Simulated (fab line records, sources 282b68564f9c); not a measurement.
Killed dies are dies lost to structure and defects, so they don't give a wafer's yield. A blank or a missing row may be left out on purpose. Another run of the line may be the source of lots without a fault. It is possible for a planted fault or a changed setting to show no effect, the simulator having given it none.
The tool behind it: which one? / flow rit_cmos / 42 wafers from 14 lots sampled at 3 of the route's 202 steps

## WHAT THE GAUGES READ, wafer by wafer
RIT_SILICIDE_RS_MEAS_02: measures by four-point-probe.
lot=L752; measured=day 3 12:46; on=film_metro-02; SILICIDE_TI_RS (ohm/sq)=48.5 50.2 48.5
lot=L753; measured=day 3 16:06; on=film_metro-02; SILICIDE_TI_RS (ohm/sq)=49.0 49.6 49.0
lot=L754; measured=day 3 22:05; on=film_metro-04; SILICIDE_TI_RS (ohm/sq)=46.6 47.2 46.5
lot=L755; measured=day 4 03:25; on=film_metro-04; SILICIDE_TI_RS (ohm/sq)=47.2 47.0 47.1
lot=L756; measured=day 4 08:09; on=film_metro-02; SILICIDE_TI_RS (ohm/sq)=48.1 48.1 47.8
lot=L757; measured=day 4 12:31; on=film_metro-01; SILICIDE_TI_RS (ohm/sq)=47.5 47.5 48.6
lot=L758; measured=day 4 18:34; on=film_metro-04; SILICIDE_TI_RS (ohm/sq)=47.4 47.6 47.9
lot=L759; measured=day 4 22:41; on=film_metro-02; SILICIDE_TI_RS (ohm/sq)=49.5 48.6 48.7
lot=L760; measured=day 5 04:08; on=film_metro-02; SILICIDE_TI_RS (ohm/sq)=48.6 48.6 48.4
lot=L764; measured=day 6 00:39; on=film_metro-04; SILICIDE_TI_RS (ohm/sq)=48.5 48.9 49.5
lot=L767; measured=day 6 17:21; on=film_metro-01; SILICIDE_TI_RS (ohm/sq)=49.0 30.5 49.0
lot=L769; measured=day 7 00:40; on=film_metro-04; SILICIDE_TI_RS (ohm/sq)=48.2 30.3 48.2
lot=L770; measured=day 7 06:31; on=film_metro-01; SILICIDE_TI_RS (ohm/sq)=48.0 48.9 48.7
lot=L772; measured=day 7 16:31; on=film_metro-04; SILICIDE_TI_RS (ohm/sq)=46.1 46.8 47.3

RIT_SILICIDE_THK_MEAS_03: measures by xrf.
lot=L752; measured=day 3 12:52; on=film_metro-02; SILICIDE_TI_THK (nm)=29.8 28.9 29.9
lot=L753; measured=day 3 16:13; on=film_metro-02; SILICIDE_TI_THK (nm)=29.6 29.4 29.5
lot=L754; measured=day 3 22:12; on=film_metro-04; SILICIDE_TI_THK (nm)=30.6 30.2 30.6
lot=L755; measured=day 4 03:32; on=film_metro-04; SILICIDE_TI_THK (nm)=30.3 30.4 30.4
lot=L756; measured=day 4 08:15; on=film_metro-02; SILICIDE_TI_THK (nm)=29.9 29.9 30.2
lot=L757; measured=day 4 12:38; on=film_metro-01; SILICIDE_TI_THK (nm)=30.4 30.4 29.7
lot=L758; measured=day 4 18:41; on=film_metro-04; SILICIDE_TI_THK (nm)=30.3 30.2 30.0
lot=L759; measured=day 4 22:49; on=film_metro-02; SILICIDE_TI_THK (nm)=29.2 29.7 29.8
lot=L760; measured=day 5 04:16; on=film_metro-02; SILICIDE_TI_THK (nm)=29.7 30.0 30.0
lot=L764; measured=day 6 00:46; on=film_metro-04; SILICIDE_TI_THK (nm)=29.6 29.4 29.2
lot=L767; measured=day 6 17:28; on=film_metro-01; SILICIDE_TI_THK (nm)=29.5 43.2 29.6
lot=L769; measured=day 7 00:46; on=film_metro-04; SILICIDE_TI_THK (nm)=29.8 43.1 30.0
lot=L770; measured=day 7 06:37; on=film_metro-01; SILICIDE_TI_THK (nm)=29.9 29.5 29.6
lot=L772; measured=day 7 16:38; on=film_metro-04; SILICIDE_TI_THK (nm)=31.0 30.6 30.3

## WHICH TOOL RAN EACH LOT (tool, then ch and the chambers of the sampled wafers, then the start)
lot=L752; RIT_SILICIDE_SPUTTER_01=pvd_sputter-01, day 3 12:35
lot=L753; RIT_SILICIDE_SPUTTER_01=pvd_sputter-04, day 3 15:57
lot=L754; RIT_SILICIDE_SPUTTER_01=pvd_sputter-01, day 3 21:56
lot=L755; RIT_SILICIDE_SPUTTER_01=pvd_sputter-04, day 4 03:15
lot=L756; RIT_SILICIDE_SPUTTER_01=pvd_sputter-01, day 4 07:58
lot=L757; RIT_SILICIDE_SPUTTER_01=pvd_sputter-04, day 4 12:21
lot=L758; RIT_SILICIDE_SPUTTER_01=pvd_sputter-01, day 4 18:25
lot=L759; RIT_SILICIDE_SPUTTER_01=pvd_sputter-04, day 4 22:32
lot=L760; RIT_SILICIDE_SPUTTER_01=pvd_sputter-01, day 5 03:58
lot=L764; RIT_SILICIDE_SPUTTER_01=pvd_sputter-04, day 6 00:29
lot=L767; RIT_SILICIDE_SPUTTER_01=pvd_sputter-04, day 6 17:11
lot=L769; RIT_SILICIDE_SPUTTER_01=pvd_sputter-04, day 7 00:28
lot=L770; RIT_SILICIDE_SPUTTER_01=pvd_sputter-01, day 7 06:20
lot=L772; RIT_SILICIDE_SPUTTER_01=pvd_sputter-01, day 7 16:22
- RIT_SILICIDE_SPUTTER_01: material Ti, target thk 30 nm, time 240 s.

## AS READ BY THE TOOLS THEMSELVES (means over the sampled wafers that have a number; for cases with no such wafer, the mark the record gives instead)
RIT_SILICIDE_SPUTTER_01.
lot=L752; tool=pvd_sputter-01; throttle_valve_pct (%)=29.7
lot=L753; tool=pvd_sputter-04; throttle_valve_pct (%)=30.3
lot=L754; tool=pvd_sputter-01; throttle_valve_pct (%)=29.6
lot=L755; tool=pvd_sputter-04; throttle_valve_pct (%)=29.7
lot=L756; tool=pvd_sputter-01; throttle_valve_pct (%)=29.2
lot=L757; tool=pvd_sputter-04; throttle_valve_pct (%)=30.2
lot=L758; tool=pvd_sputter-01; throttle_valve_pct (%)=29.5
lot=L759; tool=pvd_sputter-04; throttle_valve_pct (%)=29.7
lot=L760; tool=pvd_sputter-01; throttle_valve_pct (%)=30.7
lot=L764; tool=pvd_sputter-04; throttle_valve_pct (%)=29.9
lot=L767; tool=pvd_sputter-04; throttle_valve_pct (%)=29.7
lot=L769; tool=pvd_sputter-04; throttle_valve_pct (%)=29.4
lot=L770; tool=pvd_sputter-01; throttle_valve_pct (%)=29.3
lot=L772; tool=pvd_sputter-01; throttle_valve_pct (%)=29.7

## THE ANSWER, worked out from the rows above alone
Rule: the lots themselves supply what counts as usual. Put in order of their means at a reading, lots are off if they are a third of the lots or fewer, leave a main group of 4 or more, and stand apart from it by a gap of 3 or more times the standard deviation of the main group's means; of several such gaps the widest counts. A main group is skipped when, at the precision printed for the reading in the tables above, its means are all equal. Also off: a lot with no number at a reading for which 4 or more lots have one. The other lots that the step has rows for count as sound. After the gauges, taken in route order, come the tools' own readings; for these a lot's mean is taken, as printed above. At the first step where some lot is off, the reading lying furthest off is the one used; lots without a number count as furthest.
Off: L767, L769, at RIT_SILICIDE_RS_MEAS_02 (SILICIDE_TI_RS). The main group has a mean of 48.1 ohm/sq with a standard deviation of 0.86.
A tool fits if, at a process step before that reading, it ran every lot that is off, and no sound lot after the first of them. Those tools and the gauges at RIT_SILICIDE_RS_MEAS_02 are tried in the same way. One candidate fits, namely pvd_sputter-04 at RIT_SILICIDE_SPUTTER_01. A fault onset in the window from L764 (day 6 00:29, its last sound lot) to L767 (day 6 17:11, its first lot off) fits.

## WHAT THE SIMULATOR PUT IN
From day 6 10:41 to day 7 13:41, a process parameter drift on pvd_sputter-04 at RIT_SILICIDE_SPUTTER_01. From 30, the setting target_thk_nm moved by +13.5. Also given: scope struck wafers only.
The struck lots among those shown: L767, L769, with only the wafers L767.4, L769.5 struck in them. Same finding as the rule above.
